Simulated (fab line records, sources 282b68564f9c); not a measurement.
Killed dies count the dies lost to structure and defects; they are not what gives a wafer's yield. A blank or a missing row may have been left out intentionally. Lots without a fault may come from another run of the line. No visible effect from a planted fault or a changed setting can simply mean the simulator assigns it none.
fab line records -- flow ritCmos
record: lots: 13, wafers: 39, lastDay: 7
route steps=202 shown NLDD@106 CONTACT@177 M1@194
lots with no fault: from the same line, run without faults
startH: the number of hours between the record's first day and the start of the first shown wafer of the lot -- waitH: hours elapsed since this lot's preceding step -- " the same as in the row above -- L1.1+2: a row that stands for several wafers -- - no value, or no start given -- * or withheld: withheld -- < > ~ a bound
route shown NAME@n: a module of which the file shows steps, and the number in the route of the first -- usual: average and standard deviation across the fault-free wafers -- same: alike in all rows -- chamber/n: place in a boat -- sites: readings site by site -- _std_site: standard deviation of those values -- _edge_site: inner sites' mean taken away from outer sites' mean -- radiusMm: for every site, how far away it sits from the centre of the wafer -- mask NAME#n: copy n -- behind: the last tool/chamber to shape the wafer -- hold: reason for holding the lot/hours on hold/outcome of the hold -- device: which transistor (n, p or np) failed to switch -- end of line: the tests these same wafers got at the end of their route -- where a step has no rows: the recipe by itself -- killed: the dies lost at the first sort to structure and to defects; this is not the yield of the wafer -- map: a wafer's dies, x killed, . not, _ none there
set.NAME: the setting the step ran with; set.NAME@STEP: the setting that earlier step ran with -- model.NAME: the simulator's own value behind a step, which no gauge read
one table for each step of the route and one row for each wafer, over a sample of lots
services: the hour from which a tool's chamber was out of use, counted from the record's first day as startH (under 0 if before that day), plus the number of hours and why
== steps ==
step: RIT_NLDD_EXPOSE_03
recipe: maskId: M7, na: 0.57, targetCdNm: 40700, doseMj: 250
usual: stageVelMmS: 499.95/0.26
lot.wafer,tool,chamber,startH,waitH,mask,stageVelMmS
L812.1,ilineStepper-01,0,51.55,0.2,M7#0,500.37
L812.2,ilineStepper-01,0,51.55,0.2,M7#0,500.24
L812.6,ilineStepper-01,0,51.55,0.2,M7#0,499.87
L816.1,ilineStepper-01,0,70.74,0.1,M7_R1#0,500.30
L816.3,ilineStepper-01,0,70.74,0.1,M7_R1#0,499.57
L816.6,ilineStepper-01,0,70.74,0.1,M7_R1#0,499.99
L817.2,ilineStepper-02,0,75.26,0.2,M7#0,499.97
L817.4,ilineStepper-02,0,75.26,0.2,M7#0,499.96
L817.5,ilineStepper-02,0,75.26,0.2,M7#0,499.73
L823.1,ilineStepper-01,0,102.59,0.2,M7#0,499.91
L823.2,ilineStepper-01,0,102.59,0.2,M7#0,500.13
L823.4,ilineStepper-01,0,102.59,0.2,M7#0,500.16
L824.1,ilineStepper-02,0,111.73,0.2,M7#0,499.89
L824.4,ilineStepper-02,0,111.73,0.2,M7#0,499.61
L824.5,ilineStepper-02,0,111.73,0.2,M7#0,499.80
L825.2,ilineStepper-02,0,114.00,0.1,M7#0,499.87
L825.3,ilineStepper-02,0,114.00,0.1,M7#0,499.92
L825.5,ilineStepper-02,0,114.00,0.1,M7#0,500.14
L827.2,ilineStepper-01,0,123.28,0.2,M7#0,500.03
L827.4,ilineStepper-01,0,123.28,0.2,M7#0,499.72
L827.5,ilineStepper-01,0,123.28,0.2,M7#0,499.96
L828.2,ilineStepper-01,0,130.90,0.1,M7#0,500.18
L828.5,ilineStepper-01,0,130.90,0.1,M7#0,499.87
L828.6,ilineStepper-01,0,130.90,0.1,M7#0,499.96
L829.3,ilineStepper-01,0,133.02,0.1,M7#0,500.21
L829.5,ilineStepper-01,0,133.02,0.1,M7#0,500.17
L829.6,ilineStepper-01,0,133.02,0.1,M7#0,499.83
L830.1,ilineStepper-01,0,140.81,0.1,M7#0,500.21
L830.2,ilineStepper-01,0,140.81,0.1,M7#0,499.94
L830.4,ilineStepper-01,0,140.81,0.1,M7#0,499.85
L831.1,ilineStepper-02,0,142.67,0.2,M7#0,500.06
L831.2,ilineStepper-02,0,142.67,0.2,M7#0,500.02
L831.4,ilineStepper-02,0,142.67,0.2,M7#0,500.19
L833.1,ilineStepper-01,0,156.63,0.2,M7#0,500.57
L833.2,ilineStepper-01,0,156.63,0.2,M7#0,500.12
L833.4,ilineStepper-01,0,156.63,0.2,M7#0,499.97
L834.2,ilineStepper-02,0,160.81,0.2,M7#0,499.71
L834.3,ilineStepper-02,0,160.81,0.2,M7#0,499.64
L834.6,ilineStepper-02,0,160.81,0.2,M7#0,499.74
step: RIT_CONTACT_OVL_MEAS_09
usual: CONTACT_OVL: 1.5/1.3
lot.wafer,tool,chamber,startH,waitH,CONTACT_OVL[nm]
L812.1,overlay-01,-,65.44,0.1,3.2
L812.2,overlay-01,-,65.44,0.1,3.0
L812.6,overlay-01,-,65.44,0.1,1.9
L816.1,overlay-02,-,81.53,0.1,3.2
L816.3,overlay-02,-,81.53,0.1,3.5
L816.6,overlay-02,-,81.53,0.1,1.4
L817.2,overlay-02,-,86.05,0.1,1.5
L817.4,overlay-02,-,86.05,0.1,2.7
L817.5,overlay-02,-,86.05,0.1,2.1
L823.1,overlay-01,-,113.43,0.1,0.7
L823.2,overlay-01,-,113.43,0.1,-0.2
L823.4,overlay-01,-,113.43,0.1,1.5
L824.1,overlay-02,-,122.90,0.1,0.2
L824.4,overlay-02,-,122.90,0.1,1.8
L824.5,overlay-02,-,122.90,0.1,-0.6
L825.2,overlay-01,-,124.73,0.1,-0.8
L825.3,overlay-01,-,124.73,0.1,-1.6
L825.5,overlay-01,-,124.73,0.1,-1.3
L827.2,overlay-01,-,134.10,0.1,1.0
L827.4,overlay-01,-,134.10,0.1,0.6
L827.5,overlay-01,-,134.10,0.1,0.1
L828.2,overlay-01,-,141.75,0.1,0.4
L828.5,overlay-01,-,141.75,0.1,0.7
L828.6,overlay-01,-,141.75,0.1,0.2
L829.3,overlay-02,-,145.29,0.1,-0.3
L829.5,overlay-02,-,145.29,0.1,0.1
L829.6,overlay-02,-,145.29,0.1,2.4
L830.1,overlay-01,-,151.74,0.1,0.5
L830.2,overlay-01,-,151.74,0.1,2.4
L830.4,overlay-01,-,151.74,0.1,1.9
L831.1,overlay-02,-,153.62,0.1,-1.4
L831.2,overlay-02,-,153.62,0.1,-0.5
L831.4,overlay-02,-,153.62,0.1,2.4
L833.1,overlay-02,-,168.12,0.1,1.5
L833.2,overlay-02,-,168.12,0.1,-0.4
L833.4,overlay-02,-,168.12,0.1,0.1
L834.2,overlay-01,-,171.61,0.1,0.5
L834.3,overlay-01,-,171.61,0.1,0.9
L834.6,overlay-01,-,171.61,0.1,0.9
step: RIT_M1_OVL_MEAS_10
usual: M1_OVL: -0.4/1.3
lot.wafer,tool,chamber,startH,waitH,M1_OVL[nm]
L812.1,overlay-02,-,68.15,0.1,-2.5
L812.2,overlay-02,-,68.15,0.1,-0.6
L812.6,overlay-02,-,68.15,0.1,-2.0
L816.1,overlay-01,-,84.04,0.1,1.3
L816.3,overlay-01,-,84.04,0.1,1.4
L816.6,overlay-01,-,84.04,0.1,0.3
L817.2,overlay-02,-,88.57,0.1,-0.8
L817.4,overlay-02,-,88.57,0.1,1.1
L817.5,overlay-02,-,88.57,0.1,2.6
L823.1,overlay-02,-,116.27,0.1,-1.1
L823.2,overlay-02,-,116.27,0.1,-1.0
L823.4,overlay-02,-,116.27,0.1,-1.8
L824.1,overlay-02,-,125.73,0.1,-1.5
L824.4,overlay-02,-,125.73,0.1,-0.9
L824.5,overlay-02,-,125.73,0.1,-2.5
L825.2,overlay-02,-,127.45,0.1,-1.0
L825.3,overlay-02,-,127.45,0.1,0.1
L825.5,overlay-02,-,127.45,0.1,0.2
L827.2,overlay-01,-,136.81,0.1,0.2
L827.4,overlay-01,-,136.81,0.1,0.3
L827.5,overlay-01,-,136.81,0.1,0.0
L828.2,overlay-01,-,144.95,0.1,-0.5
L828.5,overlay-01,-,144.95,0.1,-0.3
L828.6,overlay-01,-,144.95,0.1,-1.8
L829.3,overlay-01,-,147.82,0.1,-1.4
L829.5,overlay-01,-,147.82,0.1,0.1
L829.6,overlay-01,-,147.82,0.1,0.1
L830.1,overlay-02,-,154.37,0.1,0.9
L830.2,overlay-02,-,154.37,0.1,-0.8
L830.4,overlay-02,-,154.37,0.1,1.4
L831.1,overlay-02,-,156.16,0.1,-1.3
L831.2,overlay-02,-,156.16,0.1,0.0
L831.4,overlay-02,-,156.16,0.1,-2.6
L833.1,overlay-01,-,170.75,0.1,-2.3
L833.2,overlay-01,-,170.75,0.1,-1.3
L833.4,overlay-01,-,170.75,0.1,1.7
L834.2,overlay-01,-,174.13,0.1,0.7
L834.3,overlay-01,-,174.13,0.1,0.5
L834.6,overlay-01,-,174.13,0.1,0.4
step: RIT_M1_STRIP_14
recipe: chemistry: O2, timeS: 180, platenTempC: withheld, powerW: 500, pressureMtorr: 4000, o2FlowSccm: 4000
usual: drypumpMotorCurrentA: 6.16/0.19
lot.wafer,tool,chamber,startH,waitH,drypumpMotorCurrentA,rfHoursCounterH
L812.1,plasmaAsher-01,1,68.95,0.0,5.92,43
L812.2,plasmaAsher-01,0,68.95,0.0,6.34,43
L812.6,plasmaAsher-01,0,68.95,0.0,6.31,-
L816.1,plasmaAsher-01,1,84.67,0.0,5.91,45
L816.3,plasmaAsher-01,1,84.67,0.0,5.91,-
L816.6,plasmaAsher-01,1,84.67,0.0,5.91,-
L817.2,plasmaAsher-01,0,89.21,0.0,6.29,46
L817.4,plasmaAsher-01,0,89.21,0.0,6.26,-
L817.5,plasmaAsher-01,1,89.21,0.0,5.88,-
L823.1,plasmaAsher-01,1,116.89,0.0,5.88,48
L823.2,plasmaAsher-01,0,116.89,0.0,6.29,48
L823.4,plasmaAsher-01,1,116.89,0.0,5.89,-
L824.1,plasmaAsher-01,1,126.56,0.0,5.92,49
L824.4,plasmaAsher-01,0,126.56,0.0,6.32,-
L824.5,plasmaAsher-01,0,126.56,0.0,6.27,-
L825.2,plasmaAsher-04,1,128.07,0.0,6.12,36
L825.3,plasmaAsher-04,1,128.07,0.0,6.13,-
L825.5,plasmaAsher-04,1,128.07,0.0,6.12,-
L827.2,plasmaAsher-03,0,137.42,0.0,6.47,2
L827.4,plasmaAsher-03,1,137.42,0.0,6.28,-
L827.5,plasmaAsher-03,1,137.42,0.0,6.29,-
L828.2,plasmaAsher-04,1,145.74,0.0,6.14,38
L828.5,plasmaAsher-04,1,145.74,0.0,6.14,-
L828.6,plasmaAsher-04,0,145.74,0.0,6.05,-
L829.3,plasmaAsher-03,0,148.52,0.1,6.50,-
L829.5,plasmaAsher-03,1,148.52,0.1,6.31,-
L829.6,plasmaAsher-03,0,148.52,0.1,6.50,-
L830.1,plasmaAsher-03,0,154.99,0.0,6.48,4
L830.2,plasmaAsher-03,1,154.99,0.0,6.30,4
L830.4,plasmaAsher-03,1,154.99,0.0,6.32,-
L831.1,plasmaAsher-04,0,156.99,0.0,6.03,39
L831.2,plasmaAsher-04,1,156.99,0.0,6.13,39
L831.4,plasmaAsher-04,1,156.99,0.0,6.12,-
L833.1,plasmaAsher-03,0,171.37,0.0,6.49,6
L833.2,plasmaAsher-03,1,171.37,0.0,6.29,6
L833.4,plasmaAsher-03,1,171.37,0.0,6.30,-
L834.2,plasmaAsher-01,1,174.75,0.0,5.89,54
L834.3,plasmaAsher-01,1,174.75,0.0,5.88,-
L834.6,plasmaAsher-01,1,174.75,0.0,5.88,-
step: RIT_M1_PROBE_99
usual: killedAtContacts: 0.1/0.34, killedAtFrontEnd: 6.9/2.8, killedDies: 7.1/2.8, killedOpen: 3.4/1.9, killedShort: 3.6/1.7
same: grossDies: 264, killed_at_M0_to_M3: 0, killed_at_M4_up: 0, killedAtBackSide: 0, killedAtOther: 0
lot.wafer,tool,chamber,startH,waitH,killedAtContacts,killedAtFrontEnd,killedDies,killedOpen,killedShort
L812.1,prober-02,-,70.86,0.1,0,6,6,1,5
L812.2,prober-02,-,70.91,0.1,0,11,11,6,5
L812.6,prober-02,-,71.11,0.2,0,8,8,6,2
L816.1,prober-02,-,86.58,0.1,0,8,8,3,5
L816.3,prober-02,-,86.68,0.2,0,8,8,2,6
L816.6,prober-02,-,86.83,0.2,0,8,8,4,4
L817.2,prober-01,-,91.17,0.1,0,5,5,3,2
L817.4,prober-01,-,91.27,0.2,0,10,10,3,7
L817.5,prober-01,-,91.32,0.2,0,4,4,2,2
L823.1,prober-01,-,118.81,0.1,0,8,8,3,5
L823.2,prober-01,-,118.86,0.1,0,8,8,3,5
L823.4,prober-01,-,118.96,0.2,0,9,9,2,7
L824.1,prober-02,-,128.48,0.1,1,1,2,1,1
L824.4,prober-02,-,128.63,0.2,0,8,8,4,4
L824.5,prober-02,-,128.68,0.2,0,6,6,1,5
L825.2,prober-01,-,130.03,0.1,0,4,4,2,2
L825.3,prober-01,-,130.08,0.2,0,3,3,2,1
L825.5,prober-01,-,130.18,0.2,0,6,6,4,2
L827.2,prober-01,-,139.39,0.1,1,2,3,2,1
L827.4,prober-01,-,139.49,0.2,0,9,9,4,5
L827.5,prober-01,-,139.54,0.2,0,7,7,3,4
L828.2,prober-02,-,147.70,0.1,0,6,6,1,5
L828.5,prober-02,-,147.85,0.2,0,7,7,3,4
L828.6,prober-02,-,147.90,0.2,0,6,6,4,2
L829.3,prober-01,-,150.48,0.2,0,6,6,2,4
L829.5,prober-01,-,150.58,0.2,0,1,1,1,0
L829.6,prober-01,-,150.63,0.2,0,6,6,4,2
L830.1,prober-01,-,156.91,0.1,0,9,9,4,5
L830.2,prober-01,-,156.96,0.1,0,6,6,4,2
L830.4,prober-01,-,157.06,0.2,0,6,6,2,4
L831.1,prober-02,-,158.91,0.1,0,10,10,4,6
L831.2,prober-02,-,158.96,0.1,0,9,9,4,5
L831.4,prober-02,-,159.06,0.2,0,10,10,7,3
L833.1,prober-02,-,173.28,0.1,0,6,6,3,3
L833.2,prober-02,-,173.33,0.1,0,5,5,1,4
L833.4,prober-02,-,173.43,0.2,0,6,6,3,3
L834.2,prober-01,-,176.72,0.1,0,7,7,1,6
L834.3,prober-01,-,176.77,0.2,0,8,8,4,4
L834.6,prober-01,-,176.92,0.2,0,9,9,4,5
killed by level:class
L812.1 FOX1:geometricParticle:short=2 SILICIDE:geometricParticle:short=2 FOX1:geometricParticle:open=1 REOX:geometricParticle:short=1
L812.2 REOX:geometricParticle:open=3 GATE:geometricParticle:short=2 GATE:geometricParticle:open=2 SILICIDE:geometricParticle:short=2 FOX2:geometricParticle:open=1 SPACER:geometricParticle:short=1
L812.6 REOX:geometricParticle:open=3 FOX1:geometricParticle:open=1 GATE:geometricParticle:open=1 GATE:geometricParticle:short=1 REOX:geometricParticle:short=1 SILICIDE:geometricParticle:open=1
L816.1 GATE:geometricParticle:short=3 REOX:geometricParticle:short=2 FOX2:geometricParticle:open=1 GATE:geometricParticle:open=1 SPACER:geometricParticle:open=1
L816.3 GATE:geometricParticle:short=3 GATE:geometricParticle:open=2 REOX:geometricParticle:short=2 FOX1:geometricParticle:short=1
L816.6 REOX:geometricParticle:short=2 FOX1:geometricParticle:open=1 GATE:geometricParticle:open=1 SPACER:geometricParticle:open=1 SPACER:geometricParticle:short=1 SILICIDE:geometricParticle:short=1 SILICIDE:geometricParticle:open=1
L817.2 SPACER:geometricParticle:open=3 FOX2:geometricParticle:short=1 GATE:geometricParticle:short=1
L817.4 SILICIDE:geometricParticle:short=3 GATE:geometricParticle:open=2 GATE:geometricParticle:short=2 REOX:geometricParticle:short=1 SPACER:geometricParticle:open=1 SPACER:geometricParticle:short=1
L817.5 FOX2:geometricParticle:short=1 FOX2:geometricParticle:open=1 GATE:geometricParticle:open=1 REOX:geometricParticle:short=1
L823.1 GATE:geometricParticle:short=3 FOX1:geometricParticle:open=1 FOX1:geometricParticle:short=1 FOX2:geometricParticle:open=1 GATE:geometricParticle:open=1 SILICIDE:geometricParticle:short=1
L823.2 GATE:geometricParticle:short=3 SPACER:geometricParticle:open=2 FOX2:geometricParticle:short=1 GATE:geometricParticle:open=1 SPACER:geometricParticle:short=1
L823.4 SPACER:geometricParticle:short=3 GATE:geometricParticle:short=2 FOX2:geometricParticle:short=1 GATE:geometricParticle:open=1 SPACER:geometricParticle:open=1 SILICIDE:geometricParticle:short=1
L824.1 FOX1:geometricParticle:short=1 CONTACT:geometricParticle:open=1
L824.4 GATE:geometricParticle:short=2 SILICIDE:geometricParticle:open=2 FOX1:geometricParticle:short=1 REOX:geometricParticle:open=1 SPACER:geometricParticle:open=1 SPACER:geometricParticle:short=1
L824.5 GATE:geometricParticle:short=2 REOX:geometricParticle:short=1 SPACER:geometricParticle:short=1 SPACER:geometricParticle:open=1 SILICIDE:geometricParticle:short=1
L825.2 FOX1:geometricParticle:open=1 FOX2:geometricParticle:short=1 SPACER:geometricParticle:short=1 SPACER:geometricParticle:open=1
L825.3 GATE:geometricParticle:open=1 SPACER:geometricParticle:open=1 SILICIDE:geometricParticle:short=1
L825.5 SPACER:geometricParticle:open=2 FOX1:geometricParticle:short=1 GATE:geometricParticle:open=1 REOX:geometricParticle:short=1 SILICIDE:geometricParticle:open=1
L827.2 GATE:geometricParticle:open=1 SPACER:geometricParticle:open=1 CONTACT:geometricParticle:short=1
L827.4 GATE:geometricParticle:short=5 GATE:geometricParticle:open=4
L827.5 GATE:geometricParticle:short=4 GATE:geometricParticle:open=2 FOX2:geometricParticle:open=1
L828.2 GATE:geometricParticle:short=3 FOX1:geometricParticle:short=1 GATE:geometricParticle:open=1 SILICIDE:geometricParticle:short=1
L828.5 FOX1:geometricParticle:short=2 GATE:geometricParticle:short=2 FOX1:geometricParticle:open=1 GATE:geometricParticle:open=1 SPACER:geometricParticle:open=1
L828.6 GATE:geometricParticle:open=2 FOX1:geometricParticle:short=1 FOX2:geometricParticle:open=1 SILICIDE:geometricParticle:short=1 SILICIDE:geometricParticle:open=1
L829.3 GATE:geometricParticle:short=2 SILICIDE:geometricParticle:short=2 GATE:geometricParticle:open=1 SILICIDE:geometricParticle:open=1
L829.5 SILICIDE:geometricParticle:open=1
L829.6 FOX1:geometricParticle:open=2 FOX1:geometricParticle:short=1 GATE:geometricParticle:open=1 GATE:geometricParticle:short=1 SPACER:geometricParticle:open=1
L830.1 GATE:geometricParticle:short=4 GATE:geometricParticle:open=3 FOX2:geometricParticle:short=1 SILICIDE:geometricParticle:open=1
L830.2 GATE:geometricParticle:open=2 GATE:geometricParticle:short=2 FOX1:geometricParticle:open=1 REOX:geometricParticle:open=1
L830.4 SILICIDE:geometricParticle:short=2 FOX2:geometricParticle:open=1 GATE:geometricParticle:short=1 SPACER:geometricParticle:short=1 SPACER:geometricParticle:open=1
L831.1 GATE:geometricParticle:short=3 GATE:geometricParticle:open=2 FOX1:geometricParticle:open=1 FOX1:geometricParticle:short=1 REOX:geometricParticle:short=1 REOX:geometricParticle:open=1 SILICIDE:geometricParticle:short=1
L831.2 FOX2:geometricParticle:short=3 SILICIDE:geometricParticle:open=2 FOX1:geometricParticle:short=1 FOX1:geometricParticle:open=1 GATE:geometricParticle:short=1 REOX:geometricParticle:open=1
L831.4 GATE:geometricParticle:open=4 SPACER:geometricParticle:open=2 SPACER:geometricParticle:short=2 FOX2:geometricParticle:short=1 REOX:geometricParticle:open=1
L833.1 GATE:geometricParticle:short=3 GATE:geometricParticle:open=1 REOX:geometricParticle:open=1 SPACER:geometricParticle:open=1
L833.2 SILICIDE:geometricParticle:short=2 GATE:geometricParticle:open=1 GATE:geometricParticle:short=1 SPACER:geometricParticle:short=1
L833.4 ACTIVE:geometricParticle:short=1 FOX1:geometricParticle:short=1 REOX:geometricParticle:open=1 SPACER:geometricParticle:short=1 SPACER:geometricParticle:open=1 SILICIDE:geometricParticle:open=1
L834.2 REOX:geometricParticle:short=2 FOX1:geometricParticle:short=1 FOX2:geometricParticle:short=1 GATE:geometricParticle:short=1 GATE:geometricParticle:open=1 SILICIDE:geometricParticle:short=1
L834.3 GATE:geometricParticle:open=2 GATE:geometricParticle:short=2 FOX1:geometricParticle:short=1 FOX2:geometricParticle:open=1 REOX:geometricParticle:open=1 SILICIDE:geometricParticle:short=1
L834.6 FOX2:geometricParticle:open=2 REOX:geometricParticle:short=2 FOX1:geometricParticle:short=1 FOX2:geometricParticle:short=1 GATE:geometricParticle:open=1 GATE:geometricParticle:short=1 REOX:geometricParticle:open=1
== services ==
tool,chamber,startH,hours,kind
ilineStepper-02,0,30.77,-,calibration
plasmaAsher-03,-,57.75,28.1,pm
ilineStepper-02,-,64.92,4.4,pm
plasmaAsher-03,-,105.49,1.6,repair
plasmaAsher-03,-,108.75,9.0,pm
plasmaAsher-03,0,108.75,9.0,ventCycle
plasmaAsher-03,1,108.75,9.0,ventCycle
plasmaAsher-01,-,111.83,4.1,repair
plasmaAsher-03,0,117.75,-,clean
plasmaAsher-03,1,117.75,-,clean
ilineStepper-01,0,127.23,-,calibration
plasmaAsher-04,-,159.44,14.6,pm
== key ==
firstSign: step: RIT_NLDD_EXPOSE_03, reading: mask, direction: changed
effect none on later readings
metAt RIT_NLDD_EXPOSE_03
struckLots L816
testerLeftOut L816
notActingAt RIT_CONTACT_OVL_MEAS_09,RIT_M1_OVL_MEAS_10,RIT_M1_STRIP_14
onsetBetween 51.55 70.74
fault: kind: wrongMask, tool: any, chamber: -, onsetH: 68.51, steps: RIT_NLDD_EXPOSE_03, auxCopy: M7_R1#0, cdOffsetNm: -220, scope: struckLotsOnly
testerLeftOut: of these lots the tester's yield and bins aren't shown, on N5 and GAA mostly nor the transistor test; their killed dies are dies lost to structure and defects alone, not to doping, threshold or leakage, so they don't give the yield
